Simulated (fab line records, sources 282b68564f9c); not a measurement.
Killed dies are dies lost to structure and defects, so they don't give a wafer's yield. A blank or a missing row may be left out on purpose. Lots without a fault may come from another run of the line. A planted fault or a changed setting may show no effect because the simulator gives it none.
Which tool did it? | flow rit_cmos | 14 lots, 42 wafers sampled, at 6 steps of a route of 202

WHAT THE GAUGES READ, wafer by wafer
RIT_GATE_OVL_MEAS_17. Usual: GATE_OVL -0.7 nm, standard deviation 1.3.
lot  | measured    | on         | GATE_OVL (nm)  | flag
L481 | day 2 20:11 | overlay-01 | -1.9 -1.9 -0.7 |
L483 | day 3 07:20 | overlay-02 | -1.1 -0.8 -0.4 |
L484 | day 3 11:37 | overlay-01 | 0.3 -0.2 0.3   |
L485 | day 3 19:43 | overlay-01 | -1.5 -2.3 -1.9 |
L486 | day 3 23:27 | overlay-02 | -1.1 -2.8 0.6  |
L487 | day 4 02:43 | overlay-01 | -0.9 -0.2 -1.0 |
L488 | day 4 09:01 | overlay-01 | -2.4 -1.4 -0.9 |
L489 | day 4 11:40 | overlay-02 | 0.1 -0.5 -1.2  |
L491 | day 4 18:48 | overlay-02 | 0.2 -0.5 -1.4  |
L492 | day 5 00:14 | overlay-01 | -0.6 1.1 -0.1  |
L496 | day 5 23:55 | overlay-01 | -1.9 -2.1 -2.3 |
L499 | day 6 14:07 | overlay-01 | -1.0 -2.0 -0.6 |
L502 | day 7 06:08 | overlay-01 | -2.4 -3.1 -3.6 |
L504 | day 7 22:39 | overlay-01 | -1.5 -0.9 -0.4 |

RIT_GATE_CD_MEAS_90: target cd 150 nm. Usual: cd_nm 148.8 nm, standard deviation 2.6.
lot  | measured    | on        | cd_nm (nm)        | flag
L481 | day 2 20:41 | cd_sem-01 | 150.6 152.7 152.1 |
L483 | day 3 07:49 | cd_sem-02 | 147.0 145.8 145.3 |
L484 | day 3 12:05 | cd_sem-02 | 152.5 150.5 153.3 |
L485 | day 3 20:11 | cd_sem-01 | 147.0 148.2 146.4 |
L486 | day 3 23:56 | cd_sem-02 | 146.0 146.0 146.0 |
L487 | day 4 03:11 | cd_sem-02 | 153.7 154.3 152.6 |
L488 | day 4 09:32 | cd_sem-01 | 150.1 153.1 150.8 |
L489 | day 4 12:08 | cd_sem-02 | 151.0 152.1 152.2 |
L491 | day 4 19:17 | cd_sem-02 | 149.1 147.6 151.7 |
L492 | day 5 00:44 | cd_sem-02 | 151.9 152.2 153.4 |
L496 | day 6 00:23 | cd_sem-02 | 147.9 145.2 146.2 |
L499 | day 6 14:47 | cd_sem-01 | 151.8 150.0 151.9 |
L502 | day 7 06:37 | cd_sem-02 | 146.7 147.5 146.0 |
L504 | day 7 23:08 | cd_sem-02 | 150.4 149.9 151.7 |

RIT_PLDD_TW_MEAS_10. Usual: PLDD_TW 2338, standard deviation 22.
lot  | measured    | on            | PLDD_TW        | flag
L481 | day 3 06:13 | film_metro-04 | 2329 2340 2343 |
L483 | day 3 14:36 | film_metro-02 | 2311 2292 2298 |
L484 | day 3 19:43 | film_metro-01 | 2358 2350 2353 |
L485 | day 4 03:13 | film_metro-01 | 2366 2362 2355 |
L486 | day 4 06:43 | film_metro-01 | 2365 2360 2353 |
L487 | day 4 11:45 | film_metro-02 | 2307 2298 2309 |
L488 | day 4 18:40 | film_metro-04 | 2336 2341 2335 |
L489 | day 4 19:04 | film_metro-04 | 2330 2349 2340 |
L491 | day 5 02:04 | film_metro-04 | 2355 2349 2357 |
L492 | day 5 08:43 | film_metro-01 | 2360 2346 2358 |
L496 | day 6 06:40 | film_metro-01 | 2723 2738 2732 | OFF
L499 | day 6 22:55 | film_metro-04 | 2697 2707 2688 | OFF
L502 | day 7 21:19 | film_metro-01 | 2348 2355 2351 |
L504 | day 8 05:48 | film_metro-04 | 2327 2332 2325 |

RIT_SDANNEAL_RS_MEAS_06: measures by four-point-probe. Usual: PLDD_RS 178.8 ohm/sq, standard deviation 0.48.
lot  | measured    | on            | PLDD_RS (ohm/sq)  | flag
L481 | day 3 12:17 | film_metro-02 | 179.1 178.9 179.1 |
L483 | day 3 20:56 | film_metro-01 | 178.9 179.6 178.8 |
L484 | day 4 01:59 | film_metro-01 | 179.4 179.6 179.9 |
L485 | day 4 09:29 | film_metro-04 | 178.3 178.6 178.4 |
L486 | day 4 13:46 | film_metro-02 | 179.0 179.0 178.7 |
L487 | day 4 18:08 | film_metro-01 | 179.8 179.6 179.3 |
L488 | day 5 01:14 | film_metro-02 | 179.3 179.6 179.0 |
L489 | day 5 01:38 | film_metro-04 | 179.6 179.5 179.4 |
L491 | day 5 08:52 | film_metro-04 | 178.3 178.7 178.2 |
L492 | day 5 14:53 | film_metro-01 | 179.1 179.2 178.4 |
L496 | day 6 12:46 | film_metro-02 | 153.3 153.3 153.0 | OFF
L499 | day 7 07:56 | film_metro-02 | 153.1 152.8 152.8 | OFF
L502 | day 8 04:56 | film_metro-01 | 178.9 178.5 178.5 |
L504 | day 8 12:04 | film_metro-01 | 179.0 179.5 179.5 |

WHICH TOOL RAN EACH LOT (tool, then ch and the chambers of the sampled wafers, then the start)
lot  | RIT_PLDD_IMPLANT_08            | RIT_SDANNEAL_RTA_03
L481 | implanter-03 ch 0, day 3 05:54 | rtp_anneal-02 ch 0, day 3 11:58
L483 | implanter-01 ch 0, day 3 14:17 | rtp_anneal-02 ch 0, day 3 20:38
L484 | implanter-02 ch 0, day 3 19:24 | rtp_anneal-01 ch 0, day 4 01:41
L485 | implanter-02 ch 0, day 4 02:54 | rtp_anneal-02 ch 0, day 4 09:11
L486 | implanter-02 ch 0, day 4 06:25 | rtp_anneal-01 ch 0, day 4 13:27
L487 | implanter-01 ch 0, day 4 11:26 | rtp_anneal-02 ch 0, day 4 17:51
L488 | implanter-02 ch 0, day 4 18:21 | rtp_anneal-01 ch 0, day 5 00:56
L489 | implanter-01 ch 0, day 4 18:46 | rtp_anneal-02 ch 0, day 5 01:20
L491 | implanter-03 ch 0, day 5 01:47 | rtp_anneal-02 ch 0, day 5 08:33
L492 | implanter-03 ch 0, day 5 08:25 | rtp_anneal-01 ch 0, day 5 14:34
L496 | implanter-03 ch 0, day 6 06:20 | rtp_anneal-01 ch 0, day 6 12:28
L499 | implanter-03 ch 0, day 6 22:35 | rtp_anneal-01 ch 0, day 7 07:38
L502 | implanter-01 ch 0, day 7 21:00 | rtp_anneal-02 ch 0, day 8 04:38
L504 | implanter-02 ch 0, day 8 05:29 | rtp_anneal-01 ch 0, day 8 11:46
- RIT_PLDD_IMPLANT_08
- RIT_SDANNEAL_RTA_03: time 5 s.

WHAT THE TOOLS THEMSELVES READ (means of the sampled wafers that have a number; where no wafer has one, the mark that the record gives instead)
RIT_PLDD_IMPLANT_08. Usual: dose_ions_cm2 9.002e+14, standard deviation 8.8e+11; end_station_pressure_torr 7.3e-06 Torr, standard deviation 3.5e-07; faraday_current_uA 2821, standard deviation 59.
lot  | tool         | dose_ions_cm2 | end_station_pressure_torr (Torr) | faraday_current_uA | flag
L481 | implanter-03 | 9.003e+14     | 7.3e-06                          | 2841               |
L483 | implanter-01 | 9.003e+14     | 7.1e-06                          | 2848               |
L484 | implanter-02 | 9.014e+14     | 7.2e-06                          | 2785               |
L485 | implanter-02 | 9.002e+14     | 7.3e-06                          | 2809               |
L486 | implanter-02 | 8.993e+14     | 7.2e-06                          | 2830               |
L487 | implanter-01 | 9.004e+14     | 7.2e-06                          | 2890               |
L488 | implanter-02 | 9.003e+14     | 7.0e-06                          | 2822               |
L489 | implanter-01 | 8.999e+14     | 7.2e-06                          | 2815               |
L491 | implanter-03 | 8.995e+14     | 7.0e-06                          | 2835               |
L492 | implanter-03 | 9.007e+14     | 7.5e-06                          | 2841               |
L496 | implanter-03 | 1.710e+15     | 9.1e-06                          | 5340               | OFF
L499 | implanter-03 | 1.710e+15     | 9.1e-06                          | 5351               | OFF
L502 | implanter-01 | 9.011e+14     | 7.5e-06                          | 2780               |
L504 | implanter-02 | 8.991e+14     | 7.2e-06                          | 2782               |

RIT_SDANNEAL_RTA_03. Usual: ramp_up_c_per_s 342.00, standard deviation 0.068; wafer_temp_C_max 1053.5, standard deviation 1.
lot  | tool          | ramp_up_c_per_s | wafer_temp_C_max | flag
L481 | rtp_anneal-02 | 341.99          | 1053.2           |
L483 | rtp_anneal-02 | 342.01          | 1053.0           |
L484 | rtp_anneal-01 | 342.02          | 1053.0           |
L485 | rtp_anneal-02 | 341.93          | 1053.5           |
L486 | rtp_anneal-01 | 341.94          | 1052.8           |
L487 | rtp_anneal-02 | 341.97          | 1053.6           |
L488 | rtp_anneal-01 | 341.93          | 1053.3           |
L489 | rtp_anneal-02 | 342.00          | 1053.7           |
L491 | rtp_anneal-02 | 341.98          | 1053.7           |
L492 | rtp_anneal-01 | 341.98          | 1053.4           |
L496 | rtp_anneal-01 | 341.98          | 1053.2           |
L499 | rtp_anneal-01 | 342.07          | 1053.8           |
L502 | rtp_anneal-02 | 341.94          | 1053.0           |
L504 | rtp_anneal-01 | 342.08          | 1054.0           |

THE ANSWER, worked out from the rows above alone
Rule: a lot is off if the mean of its wafers that have a number lies more than 3 standard deviations from the usual mean. A lot without any number at a reading at which 4 lots or more have one is off too. The other lots that the step has rows for count as sound. The gauges are gone through in route order, then the tools' own readings, and for those a lot's mean is taken as printed above. The first step at which some lot is off is used, and at that step the reading that is off furthest; a lot without a number counts as furthest.
Off: L496, L499, at RIT_PLDD_TW_MEAS_10 (PLDD_TW).
A tool fits if, at a process step before that reading, it ran every lot that is off, and no sound lot after the first of them. The gauges at RIT_PLDD_TW_MEAS_10 aren't tried: what is off there is off at RIT_SDANNEAL_RS_MEAS_06 too, on other tools, and a gauge's error can't cause that. One fits: implanter-03 at RIT_PLDD_IMPLANT_08. Its last sound lot is L492 (day 5 08:25), its first lot that is off L496 (day 6 06:20): a fault that began between those two fits.
The tool's own readings at RIT_PLDD_IMPLANT_08 bear it out: on the lots that are off they differ by more than 5 times the standard deviation of the sound lots' means. dose_ions_cm2 reads 1.710e+15 there against 9.002e+14 on the sound lots; end_station_pressure_torr reads 9.1e-06 Torr there against 7.2e-06 Torr on the sound lots; faraday_current_uA reads 5346 there against 2823 on the sound lots.

WHAT THE SIMULATOR HAD PUT IN
Process parameter drift: implanter-03, from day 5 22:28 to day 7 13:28, at RIT_PLDD_IMPLANT_08. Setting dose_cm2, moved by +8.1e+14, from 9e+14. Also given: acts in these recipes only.
Lots struck among those shown: L496, L499. The rule above found the same.
